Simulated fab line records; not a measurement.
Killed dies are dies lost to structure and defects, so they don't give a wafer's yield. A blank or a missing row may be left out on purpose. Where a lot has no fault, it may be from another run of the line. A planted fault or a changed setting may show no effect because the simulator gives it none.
The same fault as seen by 2 desks -- flow berkeley cmos170 -- each desk has only its own numbers; what lay behind them comes last

## AT THE METROLOGY DESK
What the gauges read, lot by lot, whatever tool the lot ran on: means of the sampled wafers that have a number. The brackets show how far a lot's mean lies from the usual mean; more than 4 standard deviations puts the lot out of limits, marked OUT.
Columns: A = V1_BOW at UCB170_V1_BOW_MEAS_03, usual 18 um; B = M3_BOW at UCB170_M3_BOW_MEAS_20, usual 35 um
lot,first seen here,A,B
L464,day 7 11:58,19,36
L463,day 7 12:17,17,35
L469,day 8 14:29,24,37
L466,day 8 14:31,22,46
L470,day 8 14:49,15,30
L471,day 8 23:35,22,37
L473,day 9 14:42,26,42
L472,day 9 16:04,14,34
L479,day 10 08:44,8,25
L476,day 10 09:06,13,28
L480,day 11 03:17,21,36
L481,day 11 03:35,20,38
L485,day 12 06:07,17,33
L484,day 12 06:10,18,37
L482,day 12 06:25,26,40
This desk's finding: nothing out of limits on any of the 15 lots.

## THE TOOL OWNER'S DESK: plasma asher-02
The tool's own readings at UCB170_M2_STRIP_07 (strips in O2): means of the sampled wafers that have a number, for each lot that ran on this tool. The brackets show how far a lot's mean lies from the usual mean; more than 4 standard deviations puts the lot out of limits, marked OUT.
Columns: A = drypump motor current A at UCB170_M2_STRIP_07, usual 5.76 A; B = oes product au at UCB170_M2_STRIP_07, usual 0.733 a.u.; C = strip time to endpoint s at UCB170_M2_STRIP_07, usual 22.01 s
lot,first seen here,A,B,C
L463,day 7 15:20,5.71,0.732,22.09
L470,day 8 17:48,5.93,0.733,22.04
L471,day 9 02:34,5.58,0.738,22.08
L472,day 9 19:27,5.70,0.734,21.98
L476,day 10 13:37,5.70,0.731,22.00
This desk's finding: nothing out of limits on any of the 5 lots.

## TAKEN TOGETHER
Metrology desk: nothing out of limits seen.
The tool owner's desk saw nothing out of limits.

## WHAT THE SIMULATOR PUT IN
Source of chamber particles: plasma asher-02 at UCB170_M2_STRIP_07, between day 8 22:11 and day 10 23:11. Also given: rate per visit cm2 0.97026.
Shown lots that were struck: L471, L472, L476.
